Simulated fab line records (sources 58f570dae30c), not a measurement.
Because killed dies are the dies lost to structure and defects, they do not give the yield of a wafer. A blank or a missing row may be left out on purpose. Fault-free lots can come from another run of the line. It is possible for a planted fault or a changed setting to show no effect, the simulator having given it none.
What tool caused it? / flow berkeley_cmos170 / Sampling: 14 lots, 42 wafers, 2 of 331 route steps

WHAT EACH GAUGE READ, for each wafer
UCB170_NWELL_THK_MEAS_02. Usual: for NWELL_OXIDE_THK the level is 26.3 nm and the standard deviation is 0.48.
lot=L127; measured=day 2 07:49; on=film_metro-01; NWELL_OXIDE_THK (nm)=25.9 27.0 26.8; flag=
lot=L128; measured=day 2 15:20; on=film_metro-02; NWELL_OXIDE_THK (nm)=25.6 25.7 25.6; flag=
lot=L129; measured=day 2 19:32; on=film_metro-01; NWELL_OXIDE_THK (nm)=26.4 26.0 26.3; flag=
lot=L130; measured=day 2 19:32; on=film_metro-04; NWELL_OXIDE_THK (nm)=25.8 25.5 25.6; flag=
lot=L131; measured=day 3 03:13; on=film_metro-01; NWELL_OXIDE_THK (nm)=26.4 26.7 26.9; flag=
lot=L132; measured=day 3 09:11; on=film_metro-02; NWELL_OXIDE_THK (nm)=26.1 26.4 26.3; flag=
lot=L134; measured=day 3 19:44; on=film_metro-01; NWELL_OXIDE_THK (nm)=27.3 26.8 27.1; flag=
lot=L140; measured=day 5 01:01; on=film_metro-02; NWELL_OXIDE_THK (nm)=27.4 26.7 27.0; flag=
lot=L141; measured=day 5 07:00; on=film_metro-01; NWELL_OXIDE_THK (nm)=26.2 26.3 25.6; flag=
lot=L145; measured=day 5 21:43; on=film_metro-02; NWELL_OXIDE_THK (nm)=26.0 25.6 26.1; flag=
lot=L144; measured=day 5 21:44; on=film_metro-04; NWELL_OXIDE_THK (nm)=26.2 25.9 25.8; flag=
lot=L146; measured=day 6 07:28; on=film_metro-02; NWELL_OXIDE_THK (nm)=26.5 26.6 26.7; flag=
lot=L148; measured=day 6 18:54; on=film_metro-02; NWELL_OXIDE_THK (nm)=26.3 25.8 26.4; flag=
lot=L147; measured=day 6 18:55; on=film_metro-04; NWELL_OXIDE_THK (nm)=26.2 26.0 26.0; flag=

UCB170_FIELD_THK_MEAS_02. Usual: for FIELD_OXIDE_THK the level is 559 nm and the standard deviation is 8.7.
lot=L127; measured=day 5 01:54; on=film_metro-02; FIELD_OXIDE_THK (nm)=538 534 535; flag=
lot=L128; measured=day 5 12:17; on=film_metro-02; FIELD_OXIDE_THK (nm)=561 570 558; flag=
lot=L129; measured=day 5 21:52; on=film_metro-02; FIELD_OXIDE_THK (nm)=555 546 557; flag=
lot=L130; measured=day 5 21:52; on=film_metro-03; FIELD_OXIDE_THK (nm)=543 549 562; flag=
lot=L131; measured=day 5 21:52; on=film_metro-04; FIELD_OXIDE_THK (nm)=571 570 559; flag=
lot=L132; measured=day 6 11:48; on=film_metro-04; FIELD_OXIDE_THK (nm)=565 557 562; flag=
lot=L134; measured=day 7 08:13; on=film_metro-03; FIELD_OXIDE_THK (nm)=568 566 557; flag=
lot=L140; measured=day 8 04:37; on=film_metro-03; FIELD_OXIDE_THK (nm)=558 565 561; flag=
lot=L141; measured=day 8 11:57; on=film_metro-02; FIELD_OXIDE_THK (nm)=555 561 555; flag=
lot=L145; measured=day 8 12:01; on=film_metro-02; FIELD_OXIDE_THK (nm)=560 557 558; flag=
lot=L144; measured=day 8 11:59; on=film_metro-03; FIELD_OXIDE_THK (nm)=561 556 561; flag=
lot=L146; measured=day 9 10:49; on=film_metro-03; FIELD_OXIDE_THK (nm)=556 562 568; flag=
lot=L148; measured=day 9 10:49; on=film_metro-02; FIELD_OXIDE_THK (nm)=565 561 564; flag=
lot=L147; measured=day 9 10:50; on=film_metro-04; FIELD_OXIDE_THK (nm)=553 555 553; flag=

TOOL THAT RAN EACH LOT (tool first, then ch and the chambers of the sampled wafers, then the start)
There is no process step in the record ahead of these readings.

AS READ BY THE TOOLS THEMSELVES (means over the sampled wafers that have a number; for cases with no such wafer, the mark the record gives instead)
The record holds no such reading with a usual standard deviation.

THE ANSWER, worked out from the rows above alone
Rule: a lot counts as off when the mean over its wafers that have a number is more than 3 standard deviations away from the usual mean. A lot without any number at a reading at which 4 lots or more have one is off too. The other lots that the step has rows for count as sound. First the gauges in route order, then the tools' own readings, where a lot's mean is used as printed above. The first step at which some lot is off is used, and at that step the reading that is off furthest; a lot without a number counts as furthest.
Nothing can be told from this: no lot is off at any reading shown.

WHAT THE SIMULATOR HAD INSERTED
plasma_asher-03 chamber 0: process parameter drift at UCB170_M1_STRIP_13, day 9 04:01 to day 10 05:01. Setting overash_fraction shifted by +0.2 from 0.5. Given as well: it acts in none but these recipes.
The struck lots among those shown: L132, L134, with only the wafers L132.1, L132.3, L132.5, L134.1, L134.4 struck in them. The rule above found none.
